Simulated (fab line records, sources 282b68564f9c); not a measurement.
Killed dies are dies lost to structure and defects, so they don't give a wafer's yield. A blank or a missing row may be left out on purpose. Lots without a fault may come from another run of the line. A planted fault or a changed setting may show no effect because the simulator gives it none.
fab line records | flow rit_cmos
record lots=6 wafers=18 last_day=7
route steps=202 shown PSD@144 SDANNEAL@153 NSD@158 PLDD@159 NLDD@160 M1@202
lots that met no fault: from a run of the same line without faults
start_h: hours from the record's first day to the start of the lot's first wafer shown | wait_h: hours since the lot's step before | " the same as in the row above | L1.1+2: a row that stands for several wafers | - no value, or no start given | * or withheld: withheld | < > ~ a bound
route shown NAME@n: a module of which the file shows steps, and the number in the route of the first | usual: mean/standard deviation of fault-free wafers | same: alike in all rows | chamber/n: place in a boat | sites: the reading at each site | _std_site: their standard deviation | _edge_site: outer sites' mean less inner sites' | radius_mm: how far each site lies from the wafer's centre | mask NAME#n: copy n | behind: the tool/chamber that last shaped the wafer | hold: why the lot was held/for how many hours/how that ended | device: the transistor (n, p or np) that didn't switch | end of line: the same wafers' tests at the end of the route | a step without rows: its recipe alone | killed: dies lost to structure and defects at the first sort, not the wafer's yield | map: a wafer's dies, x killed, . not, _ none there
set.NAME: the setting as run; set.NAME@STEP: as run at that earlier step | model.NAME: the simulator's own value behind a step, which no gauge read
lots at some steps of the route; a table a step, a row a wafer
services: from which hour (start_h, from the record's first day; less than 0 if before it) a tool's chamber was out of use, for how many hours, and why
## steps
# step RIT_PSD_SOFTBAKE_02
# recipe resist=NOVOLAK temp_c=90 time_s=60
# step RIT_PSD_EXPOSE_03
# recipe mask_id=M10 na=0.57 target_cd_nm=40900 dose_mj=250
# step RIT_PSD_PEB_04
# recipe resist=NOVOLAK temp_c=withheld time_s=withheld
# step RIT_PSD_DEVELOP_05
# recipe resist=NOVOLAK develop_time_s=50 dev_temp_c=23
# step RIT_PSD_OVL_MEAS_06
# usual PSD_OVL=0.6/1.4
# columns lot.wafer tool chamber start_h wait_h PSD_OVL[nm]
L175.2 overlay-01 - 61.01 - -1.8
L175.4 " - " " -1.1
L175.5 " - " " -2.3
L178.4 overlay-02 - 76.90 - 0.5
L178.5 " - " " 1.3
L178.6 " - " " 0.6
L184.1 overlay-02 - 104.97 - -0.1
L184.5 " - " " 1.8
L184.6 " - " " 2.3
L186.3 overlay-01 - 119.54 - 1.2
L186.4 " - " " 1.3
L186.5 " - " " -0.7
L193.2 overlay-01 - 149.73 - 3.2
L193.4 " - " " 0.2
L193.6 " - " " 0.7
L197.1 overlay-02 - 166.96 - 1.3
L197.2 " - " " 2.1
L197.3 " - " " 3.8
# step RIT_PSD_HARDBAKE_07
# recipe resist=NOVOLAK temp_c=140 time_s=60
# step RIT_PSD_IMPLANT_08
# recipe species=BF2 energy_kev=27 dose_cm2=5e+15 tilt_deg=7
# step RIT_PSD_STRIP_09
# recipe chemistry=O2 time_s=180 resist=NOVOLAK platen_temp_c=withheld power_w=500 pressure_mtorr=4000 o2_flow_sccm=4000
# usual drypump_motor_current_A=5.9/0.43 rf_refl_power_W=6.6/0.57
# columns lot.wafer tool chamber start_h wait_h drypump_motor_current_A rf_hours_counter_h rf_refl_power_W
L175.2 plasma_asher-02 1 61.34 0.1 5.4 42 6.3
L175.4 " 0 " " 6.0 - 7.4
L175.5 " 1 " " 5.4 - 6.3
L178.4 plasma_asher-01 0 77.34 0.1 5.4 - 6.3
L178.5 " 1 " " 6.5 - 6.1
L178.6 " 0 " " 5.5 - 6.2
L184.1 plasma_asher-04 0 105.31 0.1 6.2 30 7.1
L184.5 " 0 " " 6.2 - 7.2
L184.6 " 1 " " 5.5 - 6.2
L186.3 plasma_asher-04 1 119.92 0.1 5.5 - 6.1
L186.4 " 0 " " 6.2 - 7.1
L186.5 " 1 " " 5.5 - 6.1
L193.2 plasma_asher-01 1 150.06 0.1 6.5 3 6.1
L193.4 " 1 " " 6.5 - 6.2
L193.6 " 0 " " 5.5 - 6.3
L197.1 plasma_asher-04 0 167.29 0.1 6.2 39 7.4
L197.2 " 1 " " 5.5 39 6.0
L197.3 " 0 " " 6.2 - 7.4
# step RIT_PSD_TW_MEAS_10
# usual PSD_TW=3418/27
# columns lot.wafer tool chamber start_h wait_h PSD_TW
L175.2 film_metro-01 - 61.52 0.1 3364
L175.4 " - " " 3393
L175.5 " - " " 3389
L178.4 film_metro-01 - 77.49 0.1 3410
L178.5 " - " " 3422
L178.6 " - " " 3397
L184.1 film_metro-04 - 105.48 0.1 3443
L184.5 " - " " 3435
L184.6 " - " " 3450
L186.3 film_metro-04 - 120.06 0.1 3458
L186.4 " - " " 3452
L186.5 " - " " 3447
L193.2 film_metro-04 - 150.24 0.1 3442
L193.4 " - " " 3449
L193.6 " - " " 3437
L197.1 film_metro-01 - 167.47 0.1 3419
L197.2 " - " " 3411
L197.3 " - " " 3402
# step RIT_SDANNEAL_CLEAN_00
# recipe chemistry=SC1 mix=3:3:50 time_s=600 temp_c=75
# step RIT_SDANNEAL_CLEAN_01
# recipe chemistry=dHF dilution=50:1 time_s=30
# step RIT_SDANNEAL_CLEAN_02
# recipe chemistry=SC2 mix=3:3:50 time_s=600 temp_c=75 dry=n2_spin
# step RIT_SDANNEAL_RTA_03
# recipe temp_c=1050 time_s=5 idle_temp_c=600 ramp_up_c_per_s=342 ramp_down_c_per_s=171 cool_to_c=600 ambient=N2
# usual ramp_down_c_per_s=171.00/0.026 wafer_temp_C_max=1053.4/1.3
# columns lot.wafer tool chamber start_h wait_h ramp_down_c_per_s wafer_temp_C_max
L175.2 rtp_anneal-01 0 61.95 0.0 170.97 1055.2
L175.4 " 0 " " 171.00 1051.7
L175.5 " 0 " " 171.02 1052.5
L178.4 rtp_anneal-02 0 77.98 0.0 170.92 1053.1
L178.5 " 0 " " 171.00 1051.2
L178.6 " 0 " " 171.01 1055.1
L184.1 rtp_anneal-02 0 105.91 0.0 171.01 1052.4
L184.5 " 0 " " 171.01 1051.1
L184.6 " 0 " " 171.00 1052.2
L186.3 rtp_anneal-02 0 120.48 0.0 171.03 1052.0
L186.4 " 0 " " 170.98 1052.5
L186.5 " 0 " " 171.00 1052.9
L193.2 rtp_anneal-01 0 150.71 0.0 170.98 1054.2
L193.4 " 0 " " 171.01 1053.0
L193.6 " 0 " " 171.02 1053.5
L197.1 rtp_anneal-01 0 167.91 0.0 170.94 1053.5
L197.2 " 0 " " 171.01 1055.9
L197.3 " 0 " " 170.98 1052.7
# step RIT_SDANNEAL_RS_MEAS_04
# recipe thk_meas_gauge=four-point-probe
# usual PSD_RS=115.8/0.34
# columns lot.wafer tool chamber start_h wait_h PSD_RS[ohm/sq]
L175.2 film_metro-01 - 62.02 0.1 115.3
L175.4 " - " " 115.7
L175.5 " - " " 115.9
L178.4 film_metro-01 - 78.07 0.1 116.1
L178.5 " - " " 115.8
L178.6 " - " " 116.0
L184.1 film_metro-02 - 105.97 0.0 114.0
L184.5 " - " " 113.7
L184.6 " - " " 113.7
L186.3 film_metro-02 - 120.56 0.1 114.0
L186.4 " - " " 113.6
L186.5 " - " " 113.8
L193.2 film_metro-01 - 150.83 0.1 116.0
L193.4 " - " " 116.0
L193.6 " - " " 115.8
L197.1 film_metro-02 - 167.97 0.0 116.1
L197.2 " - " " 115.9
L197.3 " - " " 116.2
# step RIT_SDANNEAL_RS_MEAS_05
# recipe thk_meas_gauge=four-point-probe
# usual NSD_RS=84.55/0.3
# columns lot.wafer tool chamber start_h wait_h NSD_RS[ohm/sq]
L175.2 film_metro-01 - 62.14 0.1 84.19
L175.4 " - " " 84.17
L175.5 " - " " 84.47
L178.4 film_metro-01 - 78.19 0.1 84.45
L178.5 " - " " 84.53
L178.6 " - " " 84.50
L184.1 film_metro-02 - 106.09 0.1 84.07
L184.5 " - " " 84.28
L184.6 " - " " 84.09
L186.3 film_metro-02 - 120.68 0.1 84.17
L186.4 " - " " 83.98
L186.5 " - " " 83.58
L193.2 film_metro-01 - 150.95 0.1 84.68
L193.4 " - " " 84.72
L193.6 " - " " 85.04
L197.1 film_metro-02 - 168.09 0.1 85.14
L197.2 " - " " 84.96
L197.3 " - " " 85.38
# step RIT_SDANNEAL_RS_MEAS_06
# recipe thk_meas_gauge=four-point-probe
# usual PLDD_RS=178.5/0.53
# columns lot.wafer tool chamber start_h wait_h PLDD_RS[ohm/sq]
L175.2 film_metro-01 - 62.26 0.1 178.0
L175.4 " - " " 178.4
L175.5 " - " " 178.9
L178.4 film_metro-01 - 78.31 0.1 179.4
L178.5 " - " " 178.1
L178.6 " - " " 178.5
L184.1 film_metro-02 - 106.21 0.1 176.7
L184.5 " - " " 176.7
L184.6 " - " " 176.7
L186.3 film_metro-02 - 120.80 0.1 176.5
L186.4 " - " " 176.9
L186.5 " - " " 176.8
L193.2 film_metro-01 - 151.07 0.1 178.6
L193.4 " - " " 178.5
L193.6 " - " " 178.5
L197.1 film_metro-02 - 168.21 0.1 178.6
L197.2 " - " " 178.5
L197.3 " - " " 178.2
# step RIT_SDANNEAL_RS_MEAS_07
# recipe thk_meas_gauge=four-point-probe
# usual NLDD_RS=151.6/0.57
# columns lot.wafer tool chamber start_h wait_h NLDD_RS[ohm/sq]
L175.2 film_metro-01 - 62.38 0.1 150.7
L175.4 " - " " 150.8
L175.5 " - " " 150.6
L178.4 film_metro-01 - 78.43 0.1 151.3
L178.5 " - " " 151.1
L178.6 " - " " 151.2
L184.1 film_metro-02 - 106.33 0.1 152.0
L184.5 " - " " 151.8
L184.6 " - " " 151.9
L186.3 film_metro-02 - 120.92 0.1 151.6
L186.4 " - " " 151.4
L186.5 " - " " 151.6
L193.2 film_metro-01 - 151.19 0.1 151.9
L193.4 " - " " 151.8
L193.6 " - " " 151.9
L197.1 film_metro-02 - 168.33 0.1 151.5
L197.2 " - " " 151.3
L197.3 " - " " 151.4
# step RIT_M1_PROBE_99
# usual killed_at_contacts=0.0/0.2 killed_at_front_end=6.8/2.9 killed_dies=6.8/2.9 killed_open=3.3/1.9 killed_short=3.5/2
# same gross_dies=264 killed_at_M0_to_M3=0 killed_at_M4_up=0 killed_at_back_side=0 killed_at_other=0
# columns lot.wafer tool chamber start_h wait_h killed_at_contacts killed_at_front_end killed_dies killed_open killed_short model.etest.contact_nplus.end_ohm_um model.etest.retro_edge_pmos.off_log10_a_um model.etest.pmos_0p15.off_log10_a_um model.etest.ring.quiet_log10_a model.etest.pmos_0p15.bv_v model.etest.vpnp.gain model.etest.diode_pplus_comb.cj_ff_um2 model.etest.pmos_0p15.vt_sat_v
L175.2 prober-02 - 71.15 0.1 0 6 6 2 4 39.44 -10.32 -10.33 -7.766 5.605 1.04 2.024 -0.3036
L175.4 prober-02 - 71.25 0.2 1 12 13 4 7 40.82 -10.2 -10.31 -7.526 5.6 1.022 2.015 -0.3003
L175.5 prober-02 - 71.30 0.2 0 12 12 4 8 40.02 -10.37 -10.52 -7.767 5.578 1.014 2.022 -0.3052
L178.4 prober-01 - 87.95 0.2 0 5 5 2 3 42.8 -9.949 -10.1 -7.697 5.587 1.054 1.973 -0.278
L178.5 prober-01 - 88.00 0.2 0 9 9 4 5 41.63 -9.849 -9.944 -7.42 5.571 1.067 1.987 -0.2615
L178.6 prober-01 - 88.05 0.2 0 6 6 3 3 42.28 -9.782 -9.927 -7.441 5.591 1.057 1.968 -0.2702
L184.1 prober-02 - 116.70 0.1 0 9 9 3 6 44.12 -9.876 -9.997 -7.59 5.694 1.216 1.982 -0.2689
L184.5 prober-02 - 116.90 0.2 0 7 7 5 2 45.38 -10.04 -9.976 -7.5 5.679 1.173 1.973 -0.2592
L184.6 prober-02 - 116.95 0.2 0 10 10 4 6 44.26 -9.714 -9.794 -7.349 5.677 1.186 1.981 -0.2575
L186.3 prober-01 - 129.64 0.2 0 3 3 1 2 42.95 -9.009 -9.14 -6.678 5.258 1.162 2 -0.2105
L186.4 prober-01 - 129.69 0.2 0 11 11 5 5 41.61 -9.086 -9.233 -6.888 5.423 1.141 2.01 -0.2179
L186.5 prober-01 - 129.74 0.2 0 8 8 5 3 42.14 -9.237 -9.298 -6.909 5.492 1.12 1.999 -0.2253
L193.2 prober-02 - 158.89 0.1 0 6 6 2 4 41.11 -10.37 -10.51 -7.892 5.614 1.05 1.978 -0.31
L193.4 prober-02 - 158.99 0.2 0 4 4 2 2 40.74 -10.26 -10.43 -7.857 5.592 1.025 1.991 -0.3043
L193.6 prober-02 - 159.09 0.2 0 6 6 3 3 41.58 -10.14 -10.34 -7.749 5.59 1.02 1.992 -0.2935
L197.1 prober-02 - 175.71 0.1 0 3 3 2 1 42.26 -10.11 -10.09 -7.62 5.527 1.067 2.018 -0.2783
L197.2 prober-02 - 175.76 0.1 0 7 7 2 5 42.13 -10.06 -10.26 -7.787 5.513 1.043 2.01 -0.2816
L197.3 prober-02 - 175.81 0.2 0 3 3 1 2 41.49 -9.692 -9.973 -7.527 5.5 1.07 2.007 -0.2693
# killed by level:class
L175.2 FOX1:geometric_particle:open=2 FOX2:geometric_particle:short=1 GATE:geometric_particle:short=1 REOX:geometric_particle:short=1 SPACER:geometric_particle:short=1
L175.4 FOX1:geometric_particle:short=3 FOX1:geometric_particle:open=2 NLDD:coat_microbubble_printed=2 FOX2:geometric_particle:short=1 GATE:geometric_particle:open=1 GATE:geometric_particle:short=1 REOX:geometric_particle:open=1 SPACER:geometric_particle:short=1
L175.5 SPACER:geometric_particle:short=3 FOX1:geometric_particle:short=2 FOX2:geometric_particle:open=2 FOX2:geometric_particle:short=1 GATE:geometric_particle:short=1 GATE:geometric_particle:open=1 SILICIDE:geometric_particle:short=1 SILICIDE:geometric_particle:open=1
L178.4 GATE:geometric_particle:open=2 FOX1:geometric_particle:short=1 REOX:geometric_particle:short=1 SILICIDE:geometric_particle:short=1
L178.5 GATE:geometric_particle:short=3 FOX1:geometric_particle:short=1 FOX1:geometric_particle:open=1 REOX:geometric_particle:open=1 REOX:geometric_particle:short=1 SPACER:geometric_particle:open=1 SILICIDE:geometric_particle:open=1
L178.6 FOX2:geometric_particle:short=2 GATE:geometric_particle:open=2 SILICIDE:geometric_particle:open=1 SILICIDE:geometric_particle:short=1
L184.1 FOX2:geometric_particle:short=2 GATE:geometric_particle:short=2 SILICIDE:geometric_particle:open=2 REOX:geometric_particle:short=1 SPACER:geometric_particle:open=1 SILICIDE:geometric_particle:short=1
L184.5 GATE:geometric_particle:open=2 FOX2:geometric_particle:open=1 GATE:geometric_particle:short=1 REOX:geometric_particle:open=1 REOX:geometric_particle:short=1 SPACER:geometric_particle:open=1
L184.6 GATE:geometric_particle:short=3 FOX2:geometric_particle:short=2 FOX2:geometric_particle:open=1 GATE:geometric_particle:open=1 SPACER:geometric_particle:open=1 SILICIDE:geometric_particle:short=1 SILICIDE:geometric_particle:open=1
L186.3 FOX1:geometric_particle:short=1 FOX2:geometric_particle:open=1 REOX:geometric_particle:short=1
L186.4 GATE:geometric_particle:open=4 GATE:geometric_particle:short=2 FOX1:geometric_particle:short=1 SPACER:geometric_particle:short=1 SILICIDE:geometric_particle:short=1 SILICIDE:geometric_particle:open=1 PRETRO:coat_microbubble_printed=1
L186.5 SPACER:geometric_particle:open=2 FOX1:geometric_particle:short=1 GATE:geometric_particle:open=1 GATE:geometric_particle:short=1 REOX:geometric_particle:open=1 SPACER:geometric_particle:short=1 SILICIDE:geometric_particle:open=1
L193.2 GATE:geometric_particle:short=3 GATE:geometric_particle:open=2 SILICIDE:geometric_particle:short=1
L193.4 GATE:geometric_particle:short=1 SPACER:geometric_particle:short=1 SPACER:geometric_particle:open=1 SILICIDE:geometric_particle:open=1
L193.6 FOX1:geometric_particle:short=1 FOX1:geometric_particle:open=1 SPACER:geometric_particle:short=1 SPACER:geometric_particle:open=1 SILICIDE:geometric_particle:open=1 SILICIDE:geometric_particle:short=1
L197.1 FOX1:geometric_particle:open=1 REOX:geometric_particle:short=1 REOX:geometric_particle:open=1
L197.2 REOX:geometric_particle:short=2 ACTIVE:geometric_particle:open=1 FOX1:geometric_particle:short=1 FOX2:geometric_particle:open=1 FOX2:geometric_particle:short=1 GATE:geometric_particle:short=1
L197.3 GATE:geometric_particle:short=1 SILICIDE:geometric_particle:open=1 SILICIDE:geometric_particle:short=1
## services
# columns tool chamber start_h hours kind
rtp_anneal-02 - 68.27 5.3 pm
plasma_asher-02 - 72.88 49.5 pm
plasma_asher-01 - 106.39 14.1 pm
plasma_asher-01 - 120.52 9.0 pm
plasma_asher-01 0 120.52 9.0 vent_cycle
plasma_asher-01 1 120.52 9.0 vent_cycle
plasma_asher-02 - 122.41 2.8 pm
plasma_asher-01 0 129.52 - clean
plasma_asher-01 1 129.52 - clean
## key
first_sign step=RIT_SDANNEAL_RS_MEAS_04 reading=PSD_RS direction=down sigmas=5.8 usual=115.8 struck=113.8
effect step=RIT_SDANNEAL_RS_MEAS_05 reading=NSD_RS direction=down sigmas=1.8 usual=84.55 struck=84.03
effect step=RIT_SDANNEAL_RS_MEAS_06 reading=PLDD_RS direction=down sigmas=3.4 usual=178.5 struck=176.7
model_effect step=RIT_M1_PROBE_99 value=etest.contact_nplus.end_ohm_um without=41.7 struck=43.41
met_at RIT_SDANNEAL_RTA_03
struck_wafers L184.1,L184.5,L184.6,L186.3,L186.4,L186.5
tester_left_out L184,L186
onset_between 77.98 105.91
fault kind=process_parameter_drift tool=rtp_anneal-02 chamber=- onset_h=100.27 steps=RIT_SDANNEAL_RTA_03 channel=time_s offset=* shape=step end_h=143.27 acts_in=* stated=*
# tester_left_out: of these lots the tester's yield and bins aren't shown, on N5 and GAA mostly nor the transistor test; their killed dies are dies lost to structure and defects alone, not to doping, threshold or leakage, so they don't give the yield
